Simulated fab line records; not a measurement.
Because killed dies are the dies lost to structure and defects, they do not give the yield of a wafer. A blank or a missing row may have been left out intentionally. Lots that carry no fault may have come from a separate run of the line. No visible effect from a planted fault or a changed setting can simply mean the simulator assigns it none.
fab line records ; flow berkeley-cmos170
record lots=5; wafers=23
route steps=331 shown ZERO@7 WELLDRIVE@56 PFIELD@80 SCREENOX@101 NVT@111 PVT@116 PLDD@148 NLDD@159 PSD@183
start-h: hours from the record's first day to the start of the lot's first wafer shown ; wait-h: hours from the lot's prior step to this one ; " unchanged from the row above ; L1.1+2: several wafers, shown together as one row ; - either no value or no given start ; * or withheld: withheld ; < > ~ a bound
route shown NAME@n: names a module that has steps shown in the file, with the first one's number in the route ; usual: mean/standard deviation taken from wafers without a fault ; same: alike in all rows ; chamber/n: place in a boat ; sites: the reading at each site ; _std_site: the standard deviation of these ; _edge_site: mean of outer sites minus mean of inner sites ; radius-mm: how far each site lies from the wafer's centre ; mask NAME#n: copy n ; behind: tool/chamber where the wafer was last shaped ; hold: what put the lot on hold/how long, in hours/how the hold closed ; device: names the non-switching transistor (n, p or np) ; end of line: the tests these same wafers got at the end of their route ; step lacking rows: just its recipe ; killed: count of dies lost to structure and defects at first sort (not the wafer's yield) ; map: a wafer's dies, marking killed ones x, the rest . and places with no die _
set.NAME: the setting as run; set.NAME@STEP: as run at that earlier step ; model.NAME: the simulator's own value behind a step, which no gauge read
lots whose settings were changed on purpose; a table a step, a row a wafer
## steps
# step UCB170_ZERO_COAT_01
# recipe resist=KrF; spin-rpm=1500; resist-thk-nm=900
lot.wafer;tool;chamber;start-h;wait-h;set.spin-rpm;model.KrF_of_ZERO_COAT_01.thk-nm
L074.1;litho-track-01;0;20.41;0.1;1538;884.5
L074.2;litho-track-01;0;20.41;0.1;1500;895.5
L074.3;litho-track-01;0;20.41;0.1;1500;893.6
L074.4;litho-track-01;0;20.41;0.1;1538;885.2
L074.6;litho-track-01;0;20.41;0.1;1500;894.5
L079.3;litho-track-01;0;47.42;0.1;1500;899
L079.4;litho-track-01;0;47.42;0.1;1500;898.2
L079.5;litho-track-01;0;47.42;0.1;1500;900.9
L081.1;litho-track-02;0;55.16;0.1;1455;915
L081.2;litho-track-02;0;55.16;0.1;1500;901.8
L081.3;litho-track-02;0;55.16;0.1;1500;902
L081.5;litho-track-02;0;55.16;0.1;1455;917.5
L081.6;litho-track-02;0;55.16;0.1;1455;914.6
L082.1;litho-track-02;0;57.72;0.1;1500;905.4
L082.2;litho-track-02;0;57.72;0.1;1451;915.6
L082.4;litho-track-02;0;57.72;0.1;1500;902.8
L082.5;litho-track-02;0;57.72;0.1;1500;898.3
L082.6;litho-track-02;0;57.72;0.1;1451;919
L085.1;litho-track-02;0;77.80;0.1;1500;902
L085.2;litho-track-02;0;77.80;0.1;1500;901.1
L085.3;litho-track-02;0;77.80;0.1;1500;902.2
L085.5;litho-track-02;0;77.80;0.1;1500;903.9
L085.6;litho-track-02;0;77.80;0.1;1500;901.2
# step UCB170_ZERO_SOFTBAKE_02
# recipe resist=KrF; temp-c=130; time-s=60
# step UCB170_ZERO_EXPOSE_03
# recipe mask-id=PM_MARKS; na=0.5; sigma-outer=0.6; source-shape=conventional; target-cd-nm=4000; dose-mj=30
# step UCB170_ZERO_DEVELOP_05
# recipe developer=TMAH; develop-time-s=45; resist=KrF; dev-temp-c=21
# step UCB170_ZERO_ETCH_06
# recipe chemistry=CHF3/CF4/Ar; target=SiO2; time-s=12; pressure-mtorr=100; rf-w=500; CHF3_flow_sccm=50; cf4-flow-sccm=10; Ar_flow_sccm=120; over-etch-frac=1.709
# step UCB170_ZERO_STRIP_07
# recipe chemistry=O2; power-w=400; pressure-mtorr=3500; platen-temp-c=withheld; o2-flow-sccm=400; overash-fraction=0.5
# usual strip-time-to-endpoint-s=21.49/0.078
lot.wafer;tool;chamber;start-h;wait-h;set.spin-rpm@ZERO_COAT_01;strip-time-to-endpoint-s
L074.1;plasma-asher-01;0;21.46;0.0;1538;21.08
L074.2;plasma-asher-01;1;21.46;0.0;1500;21.35
L074.3;plasma-asher-01;0;21.46;0.0;1500;21.30
L074.4;plasma-asher-01;1;21.46;0.0;1538;21.11
L074.6;plasma-asher-01;0;21.46;0.0;1500;21.29
L079.3;plasma-asher-04;1;49.19;0.0;1500;21.44
L079.4;plasma-asher-04;0;49.19;0.0;1500;21.41
L079.5;plasma-asher-04;0;49.19;0.0;1500;21.47
L081.1;plasma-asher-04;0;56.30;0.0;1455;21.82
L081.2;plasma-asher-04;1;56.30;0.0;1500;21.50
L081.3;plasma-asher-04;1;56.30;0.0;1500;21.53
L081.5;plasma-asher-04;0;56.30;0.0;1455;21.89
L081.6;plasma-asher-04;1;56.30;0.0;1455;21.82
L082.1;plasma-asher-02;0;58.77;0.0;1500;21.60
L082.2;plasma-asher-02;1;58.77;0.0;1451;21.83
L082.4;plasma-asher-02;0;58.77;0.0;1500;21.50
L082.5;plasma-asher-02;0;58.77;0.0;1500;21.42
L082.6;plasma-asher-02;1;58.77;0.0;1451;21.94
L085.1;plasma-asher-02;0;79.04;0.0;1500;21.51
L085.2;plasma-asher-02;1;79.04;0.0;1500;21.49
L085.3;plasma-asher-02;0;79.04;0.0;1500;21.51
L085.5;plasma-asher-02;0;79.04;0.0;1500;21.57
L085.6;plasma-asher-02;1;79.04;0.0;1500;21.49
# step UCB170_WELLDRIVE_OXIDATION_01
# recipe temp-c=1100; ambient=O2; target-thk-a=1990; ox-time-s=9000
lot.wafer;tool;chamber;start-h;wait-h;set.ox-time-s;model.SiO2_of_WELLDRIVE_OXIDATION_01.thk-nm
L074.1;-;-;-;2.4;9000;200.5
L074.2+6;-;-;-;2.4;9000;200.2
L074.3;-;-;-;2.4;9000;195.9
L074.4;-;-;-;2.4;9000;198.9
L079.3;furnace-02;0;86.60;3.0;9000;202.9
L079.4;furnace-02;0;86.60;3.0;9000;196.2
L079.5;furnace-02;0;86.60;3.0;9000;200.5
L081.1;-;-;-;3.5;8416;191.5
L081.2;-;-;-;3.5;8416;195
L081.3;-;-;-;3.5;8416;193.8
L081.5;-;-;-;3.5;8416;196.4
L081.6;-;-;-;3.5;8416;195.8
L082.1;-;-;-;3.5;9000;198.7
L082.2;-;-;-;3.5;9000;195.4
L082.4;-;-;-;3.5;9000;198.6
L082.5;-;-;-;3.5;9000;197.8
L082.6;-;-;-;3.5;9000;198.9
L085.1+6;-;-;-;2.0;9762;205
L085.2;-;-;-;2.0;9762;206.6
L085.3;-;-;-;2.0;9762;203.6
L085.5;-;-;-;2.0;9762;204.5
# step UCB170_PFIELD_COAT_01
# recipe resist=KrF; spin-rpm=1500; resist-thk-nm=900
lot.wafer;tool;chamber;start-h;wait-h;set.spin-rpm;model.KrF_of_PFIELD_COAT_01.thk-nm
L074.1;litho-track-04;0;87.32;0.1;1500;902.8
L074.2;litho-track-04;0;87.32;0.1;1500;903.5
L074.3;litho-track-04;0;87.32;0.1;1434;920.7
L074.4;litho-track-04;0;87.32;0.1;1434;920.5
L074.6;litho-track-04;0;87.32;0.1;1434;922.8
L079.3;litho-track-04;0;117.24;0.1;1500;903.7
L079.4;litho-track-04;0;117.24;0.1;1500;904.8
L079.5;litho-track-04;0;117.24;0.1;1500;903.9
L082.1;litho-track-02;0;123.62;0.1;1442;920.1
L082.2;litho-track-02;0;123.62;0.1;1500;898.9
L082.4;litho-track-02;0;123.62;0.1;1442;919.8
L082.5;litho-track-02;0;123.62;0.1;1442;918.1
L082.6;litho-track-02;0;123.62;0.1;1500;900.4
L081.1;litho-track-04;0;123.84;0.1;1461;916.7
L081.2;litho-track-04;0;123.84;0.1;1500;904
L081.3;litho-track-04;0;123.84;0.1;1461;912.9
L081.5;litho-track-04;0;123.84;0.1;1500;901.4
L081.6;litho-track-04;0;123.84;0.1;1500;901.5
L085.1;litho-track-04;0;146.45;0.1;1500;901.4
L085.2;litho-track-04;0;146.45;0.1;1500;898.7
L085.3;litho-track-04;0;146.45;0.1;1500;897
L085.5;litho-track-04;0;146.45;0.1;1500;901
L085.6;litho-track-04;0;146.45;0.1;1500;901.3
# step UCB170_PFIELD_SOFTBAKE_02
# recipe resist=KrF; temp-c=130; time-s=60
# step UCB170_PFIELD_EXPOSE_03
# recipe mask-id=PFIELD; na=0.5; sigma-outer=0.6; source-shape=conventional; target-cd-nm=1500; dose-mj=30
# step UCB170_PFIELD_IMPLANT_07
# recipe species=B; dose-cm2=2e+13; energy-kev=81.05; tilt-deg=7
# step UCB170_PFIELD_STRIP_08
# recipe chemistry=O2; power-w=400; pressure-mtorr=3500; platen-temp-c=withheld; o2-flow-sccm=400; overash-fraction=0.5
# usual strip-time-to-endpoint-s=21.66/0.05
lot.wafer;tool;chamber;start-h;wait-h;set.spin-rpm@PFIELD_COAT_01;strip-time-to-endpoint-s
L074.1;plasma-asher-04;1;88.32;0.1;1500;21.69
L074.2;plasma-asher-04;0;88.32;0.1;1500;21.72
L074.3;plasma-asher-04;0;88.32;0.1;1434;22.12
L074.4;plasma-asher-04;1;88.32;0.1;1434;22.11
L074.6;plasma-asher-04;0;88.32;0.1;1434;22.18
L079.3;plasma-asher-04;1;119.01;0.1;1500;21.72
L079.4;plasma-asher-04;0;119.01;0.1;1500;21.75
L079.5;plasma-asher-04;1;119.01;0.1;1500;21.72
L082.1;plasma-asher-02;0;124.88;0.1;1442;22.11
L082.2;plasma-asher-02;1;124.88;0.1;1500;21.60
L082.4;plasma-asher-02;1;124.88;0.1;1442;22.09
L082.5;plasma-asher-02;0;124.88;0.1;1442;22.08
L082.6;plasma-asher-02;1;124.88;0.1;1500;21.64
L081.1;plasma-asher-01;1;124.98;0.1;1461;22.01
L081.2;plasma-asher-01;0;124.98;0.1;1500;21.72
L081.3;plasma-asher-01;0;124.98;0.1;1461;21.94
L081.5;plasma-asher-01;0;124.98;0.1;1500;21.67
L081.6;plasma-asher-01;1;124.98;0.1;1500;21.66
L085.1;plasma-asher-02;0;147.49;0.1;1500;21.67
L085.2;plasma-asher-02;1;147.49;0.1;1500;21.60
L085.3;plasma-asher-02;0;147.49;0.1;1500;21.56
L085.5;plasma-asher-02;1;147.49;0.1;1500;21.66
L085.6;plasma-asher-02;0;147.49;0.1;1500;21.65
# step UCB170_SCREENOX_OXIDATION_01
# recipe temp-c=900; ambient=O2; target-thk-a=144; ox-time-s=2400
lot.wafer;tool;chamber;start-h;wait-h;set.temp-c;model.SiO2_of_SCREENOX_OXIDATION_01.thk-nm
L074.1;-;-;-;2.4;875.5;11.13
L074.2;-;-;-;2.4;875.5;11.15
L074.3;-;-;-;2.4;875.5;10.99
L074.4;-;-;-;2.4;875.5;10.84
L074.6;-;-;-;2.4;875.5;11
L079.3;furnace-02;0;140.58;2.8;900;14.08
L079.4;furnace-02;0;140.58;2.8;900;14.37
L079.5;furnace-02;0;140.58;2.8;900;14.03
L081.1;-;-;-;4.7;900;13.96
L081.2;-;-;-;4.7;900;14.02
L081.3;-;-;-;4.7;900;13.67
L081.5;-;-;-;4.7;900;13.81
L081.6;-;-;-;4.7;900;14.07
L082.1;-;-;-;4.7;874.1;10.3
L082.2;-;-;-;4.7;874.1;10.29
L082.4;-;-;-;4.7;874.1;10.49
L082.5;-;-;-;4.7;874.1;10.66
L082.6;-;-;-;4.7;874.1;10.26
L085.1;-;-;-;5.5;882.6;11.79
L085.2;-;-;-;5.5;882.6;11.56
L085.3;-;-;-;5.5;882.6;11.32
L085.5;-;-;-;5.5;882.6;11.62
L085.6;-;-;-;5.5;882.6;11.51
# step UCB170_SCREENOX_THK_MEAS_02
# recipe reads=SiO2_of_SCREENOX_OXIDATION_01
# usual SCREENOX_OXIDE_THK=14.14/0.23
lot.wafer;tool;chamber;start-h;wait-h;set.temp-c@SCREENOX_OXIDATION_01;SCREENOX_OXIDE_THK[nm]
L074.1;film-metro-01;-;-;-;875.5;11.12
L074.2;film-metro-01;-;-;-;875.5;11.10
L074.3;film-metro-01;-;-;-;875.5;10.98
L074.4;film-metro-01;-;-;-;875.5;10.88
L074.6;film-metro-01;-;-;-;875.5;10.98
L079.3;film-metro-01;-;142.27;0.0;900;14.04
L079.4;film-metro-01;-;142.27;0.0;900;14.34
L079.5;film-metro-01;-;142.27;0.0;900;14.03
L081.1;film-metro-03;-;-;-;900;13.99
L081.2;film-metro-03;-;-;-;900;14.00
L081.3;film-metro-03;-;-;-;900;13.68
L081.5;film-metro-03;-;-;-;900;13.83
L081.6;film-metro-03;-;-;-;900;14.03
L082.1;film-metro-04;-;-;-;874.1;10.26
L082.2;film-metro-04;-;-;-;874.1;10.25
L082.4;film-metro-04;-;-;-;874.1;10.49
L082.5;film-metro-04;-;-;-;874.1;10.65
L082.6;film-metro-04;-;-;-;874.1;10.25
L085.1;film-metro-01;-;-;-;882.6;11.84
L085.2;film-metro-01;-;-;-;882.6;11.57
L085.3;film-metro-01;-;-;-;882.6;11.32
L085.5;film-metro-01;-;-;-;882.6;11.62
L085.6;film-metro-01;-;-;-;882.6;11.54
# step UCB170_NVT_IMPLANT_07
# recipe species=BF2; dose-cm2=3e+12; energy-kev=50; tilt-deg=7
lot.wafer;tool;chamber;start-h;wait-h;set.energy-kev;model.implant.rp-nm;model.implant.drp-nm
L074.1+2+3;implanter-02;0;120.07;0.0;51.17;37.97;18.88
L074.4+6;implanter-02;0;120.07;0.0;50;37.11;18.57
L079.3+4+5;implanter-01;0;151.13;0.1;50;37.39;18.57
L081.1+3+6;implanter-03;0;159.78;0.0;50;36.89;18.57
L081.2+5;implanter-03;0;159.78;0.0;47.29;34.91;17.84
L082.1+2+4+5+6;implanter-02;0;159.80;0.0;50;37.07;18.57
L085.1+3+5;implanter-02;0;183.73;0.0;50.79;39.5;18.78
L085.2+6;implanter-02;0;183.73;0.0;50;38.89;18.57
# step UCB170_PVT_COAT_01
# recipe resist=KrF; spin-rpm=1500; resist-thk-nm=900
lot.wafer;tool;chamber;start-h;wait-h;set.spin-rpm;model.KrF_of_PVT_COAT_01.thk-nm
L074.1;litho-track-03;0;120.71;0.1;1601;873.7
L074.2;litho-track-03;0;120.71;0.1;1500;903.7
L074.3;litho-track-03;0;120.71;0.1;1601;872.5
L074.4;litho-track-03;0;120.71;0.1;1500;900
L074.6;litho-track-03;0;120.71;0.1;1500;903.6
L079.3;litho-track-03;0;152.87;0.1;1500;904.2
L079.4;litho-track-03;0;152.87;0.1;1500;903.3
L079.5;litho-track-03;0;152.87;0.1;1500;906.9
L081.1;litho-track-02;0;161.58;0.1;1500;900.1
L081.2+3;litho-track-02;0;161.58;0.1;1500;899.2
L081.5;litho-track-02;0;161.58;0.1;1500;899
L081.6;litho-track-02;0;161.58;0.1;1500;900.4
L082.1;litho-track-01;0;161.74;0.1;1500;896.7
L082.2;litho-track-01;0;161.74;0.1;1500;900.2
L082.4;litho-track-01;0;161.74;0.1;1500;900.7
L082.5;litho-track-01;0;161.74;0.1;1500;899.7
L082.6;litho-track-01;0;161.74;0.1;1500;897.1
L085.1;litho-track-03;0;185.84;0.1;1500;897.8
L085.2;litho-track-03;0;185.84;0.1;1543;884.1
L085.3;litho-track-03;0;185.84;0.1;1543;883.9
L085.5;litho-track-03;0;185.84;0.1;1500;897.2
L085.6;litho-track-03;0;185.84;0.1;1500;896.3
# step UCB170_PVT_SOFTBAKE_02
# recipe resist=KrF; temp-c=130; time-s=60
# step UCB170_PVT_EXPOSE_03
# recipe mask-id=NWELL; target-cd-nm=3000; na=0.5; sigma-outer=0.6; source-shape=conventional; dose-mj=30
# step UCB170_PVT_IMPLANT_07
# recipe species=P; dose-cm2=2e+12; energy-kev=30; tilt-deg=7
# step UCB170_PVT_STRIP_08
# recipe chemistry=O2; power-w=400; pressure-mtorr=3500; platen-temp-c=withheld; o2-flow-sccm=400; overash-fraction=0.5
# usual strip-time-to-endpoint-s=21.64/0.078
lot.wafer;tool;chamber;start-h;wait-h;set.spin-rpm@PVT_COAT_01;strip-time-to-endpoint-s
L074.1;plasma-asher-03;0;121.84;0.1;1601;20.99
L074.2;plasma-asher-03;1;121.84;0.1;1500;21.72
L074.3;plasma-asher-03;0;121.84;0.1;1601;20.96
L074.4;plasma-asher-03;1;121.84;0.1;1500;21.64
L074.6;plasma-asher-03;1;121.84;0.1;1500;21.71
L079.3;plasma-asher-03;0;154.89;0.1;1500;21.73
L079.4;plasma-asher-03;1;154.89;0.1;1500;21.70
L079.5;plasma-asher-03;0;154.89;0.1;1500;21.78
L081.1;plasma-asher-01;0;162.61;0.1;1500;21.63
L081.2;plasma-asher-01;1;162.61;0.1;1500;21.62
L081.3;plasma-asher-01;1;162.61;0.1;1500;21.60
L081.5;plasma-asher-01;1;162.61;0.1;1500;21.62
L081.6;plasma-asher-01;0;162.61;0.1;1500;21.65
L082.1;plasma-asher-02;0;163.67;0.1;1500;21.55
L082.2;plasma-asher-02;1;163.67;0.1;1500;21.63
L082.4;plasma-asher-02;1;163.67;0.1;1500;21.66
L082.5;plasma-asher-02;1;163.67;0.1;1500;21.61
L082.6;plasma-asher-02;0;163.67;0.1;1500;21.58
L085.1;plasma-asher-03;0;186.72;0.1;1500;21.58
L085.2;plasma-asher-03;1;186.72;0.1;1543;21.23
L085.3;plasma-asher-03;0;186.72;0.1;1543;21.23
L085.5;plasma-asher-03;0;186.72;0.1;1500;21.55
L085.6;plasma-asher-03;1;186.72;0.1;1500;21.53
# step UCB170_PLDD_EXPOSE_03
# recipe mask-id=PSELECT; na=0.5; sigma-outer=0.6; source-shape=conventional; target-cd-nm=1200; dose-mj=30
lot.wafer;tool;chamber;start-h;wait-h;mask;set.dose-mj
L074.1+2+6;krf-scanner-01;0;137.21;0.3;PSELECT#0;31.83
L074.3+4;krf-scanner-01;0;137.21;0.3;PSELECT#0;30
L079.3+4+5;krf-scanner-01;0;171.50;0.2;PSELECT#0;30
L081.1+5;krf-scanner-02;0;177.88;0.3;PSELECT#0;32.15
L081.2+3+6;krf-scanner-02;0;177.88;0.3;PSELECT#0;30
L082.1+5;krf-scanner-02;0;178.00;0.4;PSELECT#0;30
L082.2+4+6;krf-scanner-02;0;178.00;0.4;PSELECT#0;30.72
L085.1+2+5;krf-scanner-02;0;198.46;0.1;PSELECT#0;31.87
L085.3+6;krf-scanner-02;0;198.46;0.1;PSELECT#0;30
# step UCB170_PLDD_PEB_04
# recipe peb-temp-c=130.4; peb-time-s=withheld; resist=KrF
# step UCB170_PLDD_DEVELOP_05
# recipe developer=TMAH; develop-time-s=45; resist=KrF; dev-temp-c=21
# step UCB170_PLDD_CD_MEAS_06
# recipe target-cd-nm=1200
# usual cd-nm=1199.8/1.6
lot.wafer;tool;chamber;start-h;wait-h;set.dose-mj@PLDD_EXPOSE_03;cd-nm
L074.1;cd-sem-02;-;137.99;-;31.83;1212.9
L074.2;cd-sem-02;-;137.99;-;31.83;1211.6
L074.3;cd-sem-02;-;137.99;-;30;1202.3
L074.4;cd-sem-02;-;137.99;-;30;1201.5
L074.6;cd-sem-02;-;137.99;-;31.83;1212.4
L079.3;cd-sem-01;-;172.06;-;30;1198.4
L079.4;cd-sem-01;-;172.06;-;30;1198.1
L079.5;cd-sem-01;-;172.06;-;30;1200.1
L081.1;cd-sem-01;-;178.28;-;32.15;1210.5
L081.2;cd-sem-01;-;178.28;-;30;1199.1
L081.3;cd-sem-01;-;178.28;-;30;1198.4
L081.5;cd-sem-01;-;178.28;-;32.15;1211.4
L081.6;cd-sem-01;-;178.28;-;30;1199.7
L082.1;cd-sem-01;-;178.43;-;30;1197.6
L082.2;cd-sem-01;-;178.43;-;30.72;1203.1
L082.4;cd-sem-01;-;178.43;-;30.72;1203.3
L082.5;cd-sem-01;-;178.43;-;30;1198.7
L082.6;cd-sem-01;-;178.43;-;30.72;1202.3
L085.1;cd-sem-02;-;199.32;-;31.87;1212.6
L085.2;cd-sem-02;-;199.32;-;31.87;1213.2
L085.3;cd-sem-02;-;199.32;-;30;1202.4
L085.5;cd-sem-02;-;199.32;-;31.87;1211.8
L085.6;cd-sem-02;-;199.32;-;30;1202.2
# step UCB170_NLDD_COAT_01
# recipe resist=KrF; spin-rpm=1500; resist-thk-nm=900
lot.wafer;tool;chamber;start-h;wait-h;set.resist-thk-nm;model.KrF_of_NLDD_COAT_01.thk-nm
L074.1;litho-track-03;0;139.74;0.1;942.6;944.4
L074.2;litho-track-03;0;139.74;0.1;900;904.1
L074.3;litho-track-03;0;139.74;0.1;942.6;945.2
L074.4;litho-track-03;0;139.74;0.1;942.6;946.9
L074.6;litho-track-03;0;139.74;0.1;900;902.4
L079.3;litho-track-03;0;173.06;0.1;900;895.9
L079.4;litho-track-03;0;173.06;0.1;900;897.8
L079.5;litho-track-03;0;173.06;0.1;900;895.5
L081.1;litho-track-04;0;179.23;0.1;900;899.2
L081.2;litho-track-04;0;179.23;0.1;934.4;934.4
L081.3;litho-track-04;0;179.23;0.1;900;899.3
L081.5;litho-track-04;0;179.23;0.1;900;901
L081.6;litho-track-04;0;179.23;0.1;934.4;933.3
L082.1;litho-track-01;0;179.42;0.1;851.4;851.5
L082.2;litho-track-01;0;179.42;0.1;900;900.8
L082.4;litho-track-01;0;179.42;0.1;851.4;852.6
L082.5;litho-track-01;0;179.42;0.1;900;898.2
L082.6;litho-track-01;0;179.42;0.1;851.4;852.1
L085.1;litho-track-04;0;200.79;0.1;900;901.7
L085.2;litho-track-04;0;200.79;0.1;900;897.5
L085.3;litho-track-04;0;200.79;0.1;900;901.3
L085.5;litho-track-04;0;200.79;0.1;900;899.9
L085.6;litho-track-04;0;200.79;0.1;900;897.4
# step UCB170_NLDD_SOFTBAKE_02
# recipe resist=KrF; temp-c=130; time-s=60
# step UCB170_NLDD_EXPOSE_03
# recipe mask-id=NSELECT; na=0.5; sigma-outer=0.6; source-shape=conventional; target-cd-nm=1200; dose-mj=30
# step UCB170_NLDD_IMPLANT_08
# recipe species=As; dose-cm2=5e+13; energy-kev=30; tilt-deg=7; rotation-deg=0
# step UCB170_NLDD_IMPLANT_09
# recipe species=As; dose-cm2=5e+13; energy-kev=30; tilt-deg=7; rotation-deg=180
# step UCB170_NLDD_STRIP_10
# recipe chemistry=O2; power-w=400; pressure-mtorr=3500; platen-temp-c=withheld; o2-flow-sccm=400; overash-fraction=0.5
# usual strip-time-to-endpoint-s=21.62/0.056
lot.wafer;tool;chamber;start-h;wait-h;set.resist-thk-nm@NLDD_COAT_01;strip-time-to-endpoint-s
L074.1;plasma-asher-01;1;141.62;0.1;942.6;22.70
L074.2;plasma-asher-01;0;141.62;0.1;900;21.73
L074.3;plasma-asher-01;1;141.62;0.1;942.6;22.73
L074.4;plasma-asher-01;0;141.62;0.1;942.6;22.75
L074.6;plasma-asher-01;1;141.62;0.1;900;21.69
L079.3;plasma-asher-03;1;174.35;0.1;900;21.52
L079.4;plasma-asher-03;0;174.35;0.1;900;21.56
L079.5;plasma-asher-03;0;174.35;0.1;900;21.51
L081.1;plasma-asher-03;0;180.78;0.1;900;21.60
L081.2;plasma-asher-03;1;180.78;0.1;934.4;22.46
L081.3;plasma-asher-03;1;180.78;0.1;900;21.61
L081.5;plasma-asher-03;0;180.78;0.1;900;21.64
L081.6;plasma-asher-03;1;180.78;0.1;934.4;22.42
L082.1;plasma-asher-04;0;180.78;0.1;851.4;20.46
L082.2;plasma-asher-04;1;180.78;0.1;900;21.65
L082.4;plasma-asher-04;0;180.78;0.1;851.4;20.50
L082.5;plasma-asher-04;0;180.78;0.1;900;21.57
L082.6;plasma-asher-04;1;180.78;0.1;851.4;20.47
L085.1;plasma-asher-01;0;202.37;0.1;900;21.68
L085.2;plasma-asher-01;1;202.37;0.1;900;21.56
L085.3;plasma-asher-01;0;202.37;0.1;900;21.66
L085.5;plasma-asher-01;1;202.37;0.1;900;21.63
L085.6;plasma-asher-01;0;202.37;0.1;900;21.54
# step UCB170_PSD_IMPLANT_08
# recipe species=B; dose-cm2=3e+15; energy-kev=20; tilt-deg=7
lot.wafer;tool;chamber;start-h;wait-h;set.dose-cm2
L074.1+2+3+4+6;implanter-03;0;147.78;0.0;3e+15
L079.3+4+5;implanter-03;0;182.02;0.1;3e+15
L082.1+2+4;implanter-01;0;189.93;0.0;2.873e+15
L082.5+6;implanter-01;0;189.93;0.0;3e+15
L081.1+2+6;implanter-03;0;190.08;0.0;3.113e+15
L081.3+5;implanter-03;0;190.08;0.0;3e+15
L085.1+3+6;implanter-02;0;210.47;0.0;3.109e+15
L085.2+5;implanter-02;0;210.47;0.0;3e+15
# step UCB170_PSD_STRIP_09
# recipe chemistry=O2; power-w=400; pressure-mtorr=3500; platen-temp-c=withheld; o2-flow-sccm=400; overash-fraction=0.5
# usual strip-time-to-endpoint-s=29.40/0.088
lot.wafer;tool;chamber;start-h;wait-h;set.dose-cm2@PSD_IMPLANT_08;strip-time-to-endpoint-s
L074.1;plasma-asher-02;0;147.93;0.1;3e+15;29.35
L074.2;plasma-asher-02;1;147.93;0.1;3e+15;29.31
L074.3;plasma-asher-02;1;147.93;0.1;3e+15;29.34
L074.4;plasma-asher-02;0;147.93;0.1;3e+15;29.30
L074.6;plasma-asher-02;0;147.93;0.1;3e+15;29.41
L079.3;plasma-asher-01;0;182.15;0.1;3e+15;29.57
L079.4;plasma-asher-01;1;182.15;0.1;3e+15;29.56
L079.5;plasma-asher-01;1;182.15;0.1;3e+15;29.41
L082.1;plasma-asher-02;1;190.08;0.1;2.873e+15;29.04
L082.2;plasma-asher-02;0;190.08;0.1;2.873e+15;29.00
L082.4;plasma-asher-02;1;190.08;0.1;2.873e+15;29.04
L082.5;plasma-asher-02;0;190.08;0.1;3e+15;29.52
L082.6;plasma-asher-02;1;190.08;0.1;3e+15;29.43
L081.1;plasma-asher-03;0;190.23;0.1;3.113e+15;29.69
L081.2;plasma-asher-03;1;190.23;0.1;3.113e+15;29.78
L081.3;plasma-asher-03;0;190.23;0.1;3e+15;29.44
L081.5;plasma-asher-03;0;190.23;0.1;3e+15;29.30
L081.6;plasma-asher-03;1;190.23;0.1;3.113e+15;29.77
L085.1;plasma-asher-03;0;210.62;0.1;3.109e+15;29.85
L085.2;plasma-asher-03;1;210.62;0.1;3e+15;29.51
L085.3;plasma-asher-03;1;210.62;0.1;3.109e+15;29.78
L085.5;plasma-asher-03;1;210.62;0.1;3e+15;29.51
L085.6;plasma-asher-03;0;210.62;0.1;3.109e+15;29.90
## key
split step=UCB170_ZERO_COAT_01; setting=spin-rpm; stated=1500; by=wafer
response step=UCB170_ZERO_COAT_01; reading=model.KrF_of_ZERO_COAT_01.thk-nm; change=-4.43; per=1%; r=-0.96
response step=UCB170_ZERO_STRIP_07; reading=strip-time-to-endpoint-s; change=*; per=1%; r=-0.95
split step=UCB170_WELLDRIVE_OXIDATION_01; setting=ox-time-s; stated=9000; by=lot
response step=UCB170_WELLDRIVE_OXIDATION_01; reading=model.SiO2_of_WELLDRIVE_OXIDATION_01.thk-nm; change=+0.703; per=1%; r=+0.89
split step=UCB170_PFIELD_COAT_01; setting=spin-rpm; stated=1500; by=wafer
response step=UCB170_PFIELD_COAT_01; reading=model.KrF_of_PFIELD_COAT_01.thk-nm; change=-4.59; per=1%; r=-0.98
response step=UCB170_PFIELD_STRIP_08; reading=strip-time-to-endpoint-s; change=*; per=1%; r=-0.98
split step=UCB170_SCREENOX_OXIDATION_01; setting=temp-c; stated=900; by=lot
response step=UCB170_SCREENOX_OXIDATION_01; reading=model.SiO2_of_SCREENOX_OXIDATION_01.thk-nm; change=+1.19; per=1%; r=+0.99
response step=UCB170_SCREENOX_THK_MEAS_02; reading=SCREENOX_OXIDE_THK; change=+1.19; per=1%; r=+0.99
split step=UCB170_NVT_IMPLANT_07; setting=energy-kev; stated=50; by=wafer
response step=UCB170_NVT_IMPLANT_07; reading=model.implant.rp-nm; change=+0.366; per=1%; r=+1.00
response step=UCB170_NVT_IMPLANT_07; reading=model.implant.drp-nm; change=+0.134; per=1%; r=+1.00
split step=UCB170_PVT_COAT_01; setting=spin-rpm; stated=1500; by=wafer
response step=UCB170_PVT_COAT_01; reading=model.KrF_of_PVT_COAT_01.thk-nm; change=-4.39; per=1%; r=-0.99
response step=UCB170_PVT_STRIP_08; reading=strip-time-to-endpoint-s; change=*; per=1%; r=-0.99
split step=UCB170_PLDD_EXPOSE_03; setting=dose-mj; stated=30; by=wafer
response step=UCB170_PLDD_CD_MEAS_06; reading=cd-nm; change=+1.68; per=1%; r=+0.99
split step=UCB170_NLDD_COAT_01; setting=resist-thk-nm; stated=900; by=wafer
response step=UCB170_NLDD_COAT_01; reading=model.KrF_of_NLDD_COAT_01.thk-nm; change=+8.86; per=1%; r=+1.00
response step=UCB170_NLDD_STRIP_10; reading=strip-time-to-endpoint-s; change=*; per=1%; r=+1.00
split step=UCB170_PSD_IMPLANT_08; setting=dose-cm2; stated=3e+15; by=wafer
response step=UCB170_PSD_STRIP_09; reading=strip-time-to-endpoint-s; change=*; per=1%; r=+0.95
